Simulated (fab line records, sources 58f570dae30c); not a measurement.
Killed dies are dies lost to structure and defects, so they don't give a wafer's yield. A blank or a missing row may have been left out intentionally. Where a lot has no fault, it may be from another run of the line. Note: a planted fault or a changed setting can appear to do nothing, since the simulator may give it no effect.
Which tool did it?    flow berkeley_cmos170    24 wafers from 8 lots sampled at 2 of the route's 331 steps

WHAT EACH GAUGE READ, for each wafer
UCB170_CONTACT_OVL_MEAS_16.
lot   measured      on          CONTACT_OVL (nm)
L652  day 8 21:41   overlay-02  -3 -2 3
L654  day 9 14:33   overlay-02  -13 -9 -10
L656  day 9 15:02   overlay-02  -2 -9 -8
L658  day 9 18:01   overlay-01  -7 1 1
L662  day 10 12:25  overlay-02  2 -6 -1
L664  day 11 09:41  overlay-02  -135 -135 -128
L668  day 11 19:17  overlay-01  1 -7 -3
L674  day 13 03:04  overlay-02  1 0 10

TOOL THAT RAN EACH LOT (tool first, then ch and the chambers of the sampled wafers, then the start)
lot   UCB170_CONTACT_EXPOSE_12
L652  krf_scanner-01 ch 0, day 8 21:10
L654  krf_scanner-02 ch 0, day 9 14:03
L656  krf_scanner-02 ch 0, day 9 14:32
L658  krf_scanner-01 ch 0, day 9 17:27
L662  krf_scanner-02 ch 0, day 10 11:53
L664  krf_scanner-01 ch 0, day 11 08:31
L668  krf_scanner-02 ch 0, day 11 18:45
L674  krf_scanner-02 ch 0, day 13 02:34
- UCB170_CONTACT_EXPOSE_12: exposes mask CONT, target cd 700 nm.

THE ANSWER, worked out from the rows above alone
Rule: the lots themselves supply what counts as usual. Put in order of their means at a reading, lots are off if they are a third of the lots or fewer, leave a main group of 4 or more, and stand apart from it by a gap of 3 or more times the standard deviation of the main group's means; of several such gaps the widest counts. Not used: any main group whose means are identical at the precision the tables above print for the reading. Also off: a lot with no number at a reading for which 4 or more lots have one. Where the step has rows for the other lots, those lots are counted as sound.
Off: L664, at UCB170_CONTACT_OVL_MEAS_16 (CONTACT_OVL). Mean -3 nm and standard deviation 4.2 in the main group.
A tool fits if, at a process step before that reading, it ran every lot that is off, and no sound lot after the first of them. The gauges at UCB170_CONTACT_OVL_MEAS_16 are tried like those tools. One candidate fits, namely krf_scanner-01 at UCB170_CONTACT_EXPOSE_12. A fault onset in the window from L658 (day 9 17:27, its last sound lot) to L664 (day 11 08:31, its first lot off) fits.

WHAT HAD BEEN PUT IN BY THE SIMULATOR
Scanner matching overlay: krf_scanner-01, from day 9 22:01 on, at UCB170_CONTACT_EXPOSE_12. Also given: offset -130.
Lots struck among those shown: L664. The rule above reached the same finding.
